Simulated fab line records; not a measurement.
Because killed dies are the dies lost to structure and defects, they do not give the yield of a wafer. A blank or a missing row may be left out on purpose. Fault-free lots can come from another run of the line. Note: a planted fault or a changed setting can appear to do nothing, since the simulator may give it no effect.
Which tool was responsible?	flow berkeley-cmos170	72 wafers from 24 lots sampled at 6 of the route's 331 steps

== WHAT THE GAUGES SHOWED, per wafer ==
UCB170_START_BOW_MEAS_00. Usual: INCOMING_BOW gives 0 um (standard deviation 6.9).
lot	measured	on	INCOMING_BOW (um)	flag
L074	day 1 10:00	film-metro-03	6 3 -6	
L075	day 1 15:01	film-metro-04	-1 4 3	
L076	day 1 20:00	film-metro-01	-6 -6 16	
L077	day 2 01:00	film-metro-04	0 6 -3	
L078	day 2 06:00	film-metro-03	-12 -15 -1	
L079	day 2 11:00	film-metro-04	15 3 -4	
L080	day 2 16:01	film-metro-03	4 4 -10	
L081	day 2 21:01	film-metro-03	4 8 -17	
L082	day 3 02:00	film-metro-03	-3 1 -7	
L083	day 3 07:00	film-metro-04	4 2 -1	
L084	day 3 12:00	film-metro-03	0 2 3	
L085	day 3 17:00	film-metro-01	2 -7 -4	
L086	day 3 22:04	film-metro-01	-8 8 6	
L087	day 4 03:00	film-metro-03	9 -13 7	
L088	day 4 08:00	film-metro-01	0 11 -4	
L089	day 4 13:01	film-metro-01	-11 2 2	
L090	day 4 18:01	film-metro-01	5 1 -8	
L091	day 4 23:00	film-metro-01	-12 3 -2	
L092	day 5 04:00	film-metro-01	-4 -10 -6	
L093	day 5 09:01	film-metro-01	-10 6 6	
L094	day 5 14:01	film-metro-01	6 7 9	
L095	day 5 19:02	film-metro-01	-6 9 3	
L096	day 6 00:02	film-metro-01	-10 -2 -1	
L097	day 6 05:01	film-metro-03	0 9 0	

UCB170_PWELL_TW_MEAS_17. Usual: PWELL_TW gives 382 (standard deviation 3.2).
lot	measured	on	PWELL_TW	flag
L074	day 3 14:37	film-metro-03	379 378 378	
L075	day 3 14:40	film-metro-04	387 389 390	
L076	day 3 14:46	film-metro-02	382 382 382	
L077	day 4 05:46	film-metro-04	387 387 387	
L078	day 4 05:32	film-metro-02	380 382 382	
L079	day 4 13:26	film-metro-02	382 383 383	
L080	day 4 13:23	film-metro-03	381 380 382	
L081	day 4 21:26	film-metro-03	382 380 381	
L082	day 5 03:24	film-metro-02	383 382 382	
L083	day 5 13:23	film-metro-04	389 388 389	
L084	day 5 13:41	film-metro-03	381 381 381	
L085	day 5 20:03	film-metro-02	382 383 383	
L086	day 5 19:50	film-metro-03	382 378 378	
L087	day 6 12:51	film-metro-02	382 379 382	
L088	day 6 04:36	film-metro-02	381 380 383	
L089	day 6 12:37	film-metro-03	379 377 379	
L090	day 6 20:11	film-metro-03	380 378 378	
L091	day 7 03:14	film-metro-02	383 380 379	
L092	day 7 03:22	film-metro-02	380 380 381	
L093	day 7 12:46	film-metro-02	381 381 380	
L094	day 7 21:22	film-metro-03	376 380 379	
L095	day 7 21:39	film-metro-04	387 386 385	
L096	day 7 21:49	film-metro-04	386 386 386	
L097	day 8 13:29	film-metro-04	387 386 386	

UCB170_M3_BOW_MEAS_20. Usual: M3_BOW gives 36 um (standard deviation 7.6).
lot	measured	on	M3_BOW (um)	flag
L074	day 9 00:16	film-metro-03	44 40 32	
L075	day 9 02:01	film-metro-04	33 37 37	
L076	day 9 02:22	film-metro-03	29 30 51	
L077	day 9 16:02	film-metro-03	35 42 32	
L078	day 9 19:10	film-metro-01	27 23 38	
L079	day 10 02:59	film-metro-01	53 41 34	
L080	day 10 01:47	film-metro-04	44 44 30	
L081	day 10 14:08	film-metro-03	35 38 14	
L082	day 11 03:33	film-metro-01	28 32 24	
L083	day 11 12:52	film-metro-01	38 36 34	
L084	day 11 14:19	film-metro-01	35 37 38	
L085	day 11 12:35	film-metro-04	35 25 29	
L086	day 11 14:08	film-metro-03	26 41 40	
L087	day 12 13:46	film-metro-03	48 27 46	
L088	day 12 00:28	film-metro-03	34 45 31	
L089	day 12 20:50	film-metro-01	25 38 36	
L090	day 12 16:44	film-metro-01	49 44 36	
L091	day 12 20:32	film-metro-01	26 41 38	
L092	day 12 19:25	film-metro-03	31 27 30	
L093	day 13 20:50	film-metro-01	22 38 37	
L094	day 13 23:32	film-metro-04	39 40 42	
L095	day 14 00:16	film-metro-04	35 48 43	
L096	day 13 21:03	film-metro-04	30 37 39	
L097	day 15 02:14	film-metro-04	37 47 37	

== EACH LOT AND THE TOOL THAT RAN IT (in order: tool; ch and the chambers of the sampled wafers; start) ==
lot	UCB170_PLDD_STRIP_10	UCB170_V1_STRIP_15	UCB170_M3_STRIP_07
L074	plasma-asher-02 ch 0,1, day 7 12:22	plasma-asher-01 ch 1, day 8 16:09	plasma-asher-04 ch 0, day 8 22:22
L075	plasma-asher-04 ch 0,1, day 7 12:32	plasma-asher-01 ch 0, day 8 17:56	plasma-asher-04 ch 0,1, day 9 00:16
L076	plasma-asher-03 ch 0,1, day 7 12:40	plasma-asher-04 ch 0,1, day 8 18:06	plasma-asher-02 ch 0,1, day 9 00:31
L077	plasma-asher-04 ch 0,1, day 8 06:01	plasma-asher-01 ch 0,1, day 9 07:49	plasma-asher-02 ch 0,1, day 9 13:56
L078	plasma-asher-02 ch 0,1, day 8 06:23	plasma-asher-01 ch 0,1, day 9 09:01	plasma-asher-02 ch 0, day 9 15:05
L079	plasma-asher-04 ch 0,1, day 8 16:03	plasma-asher-01 ch 0,1, day 9 18:31	plasma-asher-01 ch 0,1, day 10 01:16
L080	plasma-asher-04 ch 0,1, day 8 15:39	plasma-asher-03 ch 0,1, day 9 17:18	plasma-asher-01 ch 0,1, day 9 23:37
L081	plasma-asher-03 ch 0, day 9 04:35	plasma-asher-01 ch 0,1, day 10 05:11	plasma-asher-04 ch 0,1, day 10 12:11
L082	plasma-asher-03 ch 0,1, day 9 13:48	plasma-asher-03 ch 0,1, day 10 17:46	plasma-asher-02 ch 0,1, day 11 00:53
L083	plasma-asher-03 ch 0,1, day 9 23:37	plasma-asher-04 ch 0,1, day 11 03:33	plasma-asher-02 ch 0,1, day 11 10:05
L084	plasma-asher-02 ch 0,1, day 9 23:31	plasma-asher-03 ch 0,1, day 11 04:34	plasma-asher-01 ch 0,1, day 11 11:41
L085	plasma-asher-02 ch 0,1, day 9 23:15	plasma-asher-01 ch 0,1, day 11 01:17	plasma-asher-01 ch 0,1, day 11 09:47
L086	plasma-asher-03 ch 0,1, day 10 00:23	plasma-asher-01 ch 0,1, day 11 04:21	plasma-asher-04 ch 0,1, day 11 11:28
L087	plasma-asher-02 ch 0,1, day 11 00:34	plasma-asher-03 ch 0,1, day 12 04:20	plasma-asher-02 ch 0,1, day 12 11:28
L088	plasma-asher-03 ch 0, day 10 10:44	plasma-asher-04 ch 1, day 11 14:40	plasma-asher-04 ch 1, day 11 20:41
L089	plasma-asher-04 ch 0, day 11 01:04	plasma-asher-03 ch 1, day 12 07:56	plasma-asher-01 ch 0,1, day 12 17:11
L090	plasma-asher-03 ch 0,1, day 11 01:37	plasma-asher-03 ch 0, day 12 05:41	plasma-asher-02 ch 0,1, day 12 14:44
L091	plasma-asher-04 ch 0,1, day 11 00:51	plasma-asher-04 ch 0,1, day 12 08:11	plasma-asher-04 ch 0,1, day 12 17:11
L092	plasma-asher-02 ch 0,1, day 11 01:20	plasma-asher-03 ch 0,1, day 12 07:28	plasma-asher-02 ch 0,1, day 12 16:46
L093	plasma-asher-02 ch 0,1, day 12 09:54	plasma-asher-03 ch 0,1, day 13 09:43	plasma-asher-01 ch 0,1, day 13 17:38
L094	plasma-asher-04 ch 0,1, day 12 10:10	plasma-asher-01 ch 0,1, day 13 13:53	plasma-asher-04 ch 0,1, day 13 21:47
L095	plasma-asher-04 ch 0,1, day 12 09:13	plasma-asher-01 ch 0,1, day 13 14:22	plasma-asher-01 ch 0,1, day 13 21:58
L096	plasma-asher-04 ch 0,1, day 12 08:49	plasma-asher-01 ch 0,1, day 13 10:57	plasma-asher-04 ch 0,1, day 13 17:44
L097	plasma-asher-02 ch 1, day 13 06:48	plasma-asher-01 ch 0,1, day 14 13:56	plasma-asher-01 ch 0,1, day 14 20:55
- UCB170_PLDD_STRIP_10: strips in O2.
- UCB170_V1_STRIP_15: strips in O2.
- UCB170_M3_STRIP_07: strips in O2.

== WHAT THE TOOLS THEMSELVES READ (means of the sampled wafers that have a number; where no wafer has one, the mark that the record gives instead) ==
UCB170_PLDD_STRIP_10. Usual: drypump-motor-current-A 5.6 A, standard deviation 0.46; oes-product-au 0.734 a.u., standard deviation 0.0042; strip-time-to-endpoint-s 21.66 s, standard deviation 0.057.
lot	tool	drypump-motor-current-A (A)	oes-product-au (a.u.)	strip-time-to-endpoint-s (s)	flag
L074	plasma-asher-02	5.7	0.737	21.66	
L075	plasma-asher-04	5.2	0.736	21.65	
L076	plasma-asher-03	6.0	0.732	21.68	
L077	plasma-asher-04	5.1	0.737	21.74	
L078	plasma-asher-02	5.8	0.732	21.71	
L079	plasma-asher-04	5.0	0.734	21.57	
L080	plasma-asher-04	5.2	0.729	21.65	
L081	plasma-asher-03	6.3	0.734	21.68	
L082	plasma-asher-03	6.2	0.732	21.67	
L083	plasma-asher-03	6.2	0.736	21.70	
L084	plasma-asher-02	5.8	0.732	21.68	
L085	plasma-asher-02	5.7	0.738	21.65	
L086	plasma-asher-03	6.2	0.737	21.66	
L087	plasma-asher-02	5.8	0.737	21.60	
L088	plasma-asher-03	6.3	0.737	21.68	
L089	plasma-asher-04	4.9	0.735	21.76	
L090	plasma-asher-03	6.0	0.734	21.60	
L091	plasma-asher-04	5.0	0.732	21.64	
L092	plasma-asher-02	5.8	0.737	21.54	
L093	plasma-asher-02	5.9	0.734	21.65	
L094	plasma-asher-04	5.0	0.736	21.66	
L095	plasma-asher-04	5.0	0.735	21.65	
L096	plasma-asher-04	5.2	0.729	21.61	
L097	plasma-asher-02	5.9	0.735	21.65	

UCB170_V1_STRIP_15. Usual: drypump-motor-current-A 6.0 A, standard deviation 0.43; oes-product-au 0.722 a.u., standard deviation 0.0043; strip-time-to-endpoint-s 15.31 s, standard deviation 0.093.
lot	tool	drypump-motor-current-A (A)	oes-product-au (a.u.)	strip-time-to-endpoint-s (s)	flag
L074	plasma-asher-01	6.0	0.722	15.28	
L075	plasma-asher-01	6.3	0.717	15.28	
L076	plasma-asher-04	5.2	0.718	15.23	
L077	plasma-asher-01	6.1	0.722	15.40	
L078	plasma-asher-01	6.2	0.725	15.37	
L079	plasma-asher-01	6.2	0.722	15.29	
L080	plasma-asher-03	6.2	0.719	15.45	
L081	plasma-asher-01	6.1	0.721	15.35	
L082	plasma-asher-03	6.2	0.728	15.28	
L083	plasma-asher-04	5.2	0.719	15.38	
L084	plasma-asher-03	6.0	0.720	15.34	
L085	plasma-asher-01	6.1	0.722	15.34	
L086	plasma-asher-01	6.1	0.724	15.33	
L087	plasma-asher-03	6.2	0.725	15.33	
L088	plasma-asher-04	5.3	0.722	15.31	
L089	plasma-asher-03	5.9	0.726	15.29	
L090	plasma-asher-03	6.3	0.721	15.28	
L091	plasma-asher-04	5.0	0.720	15.11	
L092	plasma-asher-03	6.2	0.718	15.28	
L093	plasma-asher-03	6.1	0.721	15.39	
L094	plasma-asher-01	6.2	0.720	15.20	
L095	plasma-asher-01	6.2	0.721	15.35	
L096	plasma-asher-01	6.2	0.723	15.20	
L097	plasma-asher-01	6.2	0.719	15.31	

UCB170_M3_STRIP_07. Usual: drypump-motor-current-A 5.7 A, standard deviation 0.47; oes-product-au 0.734 a.u., standard deviation 0.0046; strip-time-to-endpoint-s 22.18 s, standard deviation 0.059.
lot	tool	drypump-motor-current-A (A)	oes-product-au (a.u.)	strip-time-to-endpoint-s (s)	flag
L074	plasma-asher-04	4.9	0.732	22.24	
L075	plasma-asher-04	5.2	0.733	22.16	
L076	plasma-asher-02	5.7	0.734	22.22	
L077	plasma-asher-02	5.7	0.734	22.17	
L078	plasma-asher-02	5.6	0.738	22.21	
L079	plasma-asher-01	6.2	0.729	22.15	
L080	plasma-asher-01	6.2	0.735	22.21	
L081	plasma-asher-04	5.2	0.730	22.15	
L082	plasma-asher-02	5.7	0.731	22.11	
L083	plasma-asher-02	5.8	0.734	22.15	
L084	plasma-asher-01	6.1	0.731	22.13	
L085	plasma-asher-01	6.2	0.737	22.15	
L086	plasma-asher-04	5.1	0.731	22.20	
L087	plasma-asher-02	5.6	0.729	22.10	
L088	plasma-asher-04	5.4	0.737	22.18	
L089	plasma-asher-01	6.2	0.736	22.15	
L090	plasma-asher-02	5.8	0.737	22.20	
L091	plasma-asher-04	5.2	0.740	22.23	
L092	plasma-asher-02	5.8	0.737	22.22	
L093	plasma-asher-01	6.1	0.736	22.25	
L094	plasma-asher-04	5.2	0.734	22.17	
L095	plasma-asher-01	6.2	0.738	22.23	
L096	plasma-asher-04	5.0	0.735	22.19	
L097	plasma-asher-01	6.2	0.733	22.12	

== THE ANSWER, worked out from the rows above alone ==
Rule: lot off if the mean of its wafers having a number is beyond 3 standard deviations from the usual mean. A lot without any number at a reading at which 4 lots or more have one is off too. The other lots that the step has rows for count as sound. The gauges are gone through in route order, then the tools' own readings, and for those a lot's mean is taken as printed above. The first step at which some lot is off is used, and at that step the reading that is off furthest; a lot without a number counts as furthest.
Across all readings shown, no lot is off: no conclusion can be drawn from this.

== WHAT WAS PUT IN BY THE SIMULATOR ==
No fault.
